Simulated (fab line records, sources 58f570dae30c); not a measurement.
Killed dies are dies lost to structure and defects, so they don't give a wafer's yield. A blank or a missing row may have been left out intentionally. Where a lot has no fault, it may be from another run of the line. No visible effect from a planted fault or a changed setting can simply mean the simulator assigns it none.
Which tool is to blame? | flow berkeley_cmos170 | 21 wafers from 7 lots sampled at 2 of the route's 331 steps

## WHAT EACH GAUGE READ, for each wafer
UCB170_NWELL_TW_MEAS_16.
lot  | measured    | on            | NWELL_TW
L717 | day 2 20:40 | film_metro-04 | 1261 1263 1260
L719 | day 3 08:47 | film_metro-01 | 1256 1246 1258
L722 | day 3 13:24 | film_metro-01 | 1253 1246 1244
L725 | day 4 09:42 | film_metro-02 | 1250 1245 1247
L726 | day 4 14:44 | film_metro-01 | 1248 1255 1250
L729 | day 4 22:52 | film_metro-04 | 1252 1255 1255
L736 | day 6 12:32 | film_metro-02 | 1125 1122 1132

## TOOL THAT RAN EACH LOT (tool first, then ch and the chambers of the sampled wafers, then the start)
lot  | UCB170_NWELL_IMPLANT_14
L717 | implanter-03 ch 0, day 2 20:19
L719 | implanter-04 ch 0, day 3 08:32
L722 | implanter-03 ch 0, day 3 13:09
L725 | implanter-04 ch 0, day 4 09:27
L726 | implanter-03 ch 0, day 4 14:29
L729 | implanter-03 ch 0, day 4 22:37
L736 | implanter-03 ch 0, day 6 12:19
- UCB170_NWELL_IMPLANT_14

## THE ANSWER, worked out from the rows above alone
Rule: what is usual is taken from the lots themselves. The widest of any qualifying gaps counts: lots, ordered by their means at a reading, are off when they make up no more than a third of the lots, leave a main group of 4 or more, and stand apart from it by 3 or more times the standard deviation of that group's means. Not used: any main group whose means are identical at the precision the tables above print for the reading. Also off: a lot with no number at a reading for which 4 or more lots have one. Where the step has rows for the other lots, those lots are counted as sound.
Off: L736, at UCB170_NWELL_TW_MEAS_16 (NWELL_TW). Mean 1252 and standard deviation 4.7 in the main group.
A tool fits if, at a process step before that reading, it ran every lot that is off, and no sound lot after the first of them. Gauges at UCB170_NWELL_TW_MEAS_16: tried the same way as those tools. 2 tools fit, implanter-03 at UCB170_NWELL_IMPLANT_14 and film_metro-02 at UCB170_NWELL_TW_MEAS_16, so this cannot tell which one it is.

## WHAT THE SIMULATOR HAD PUT IN
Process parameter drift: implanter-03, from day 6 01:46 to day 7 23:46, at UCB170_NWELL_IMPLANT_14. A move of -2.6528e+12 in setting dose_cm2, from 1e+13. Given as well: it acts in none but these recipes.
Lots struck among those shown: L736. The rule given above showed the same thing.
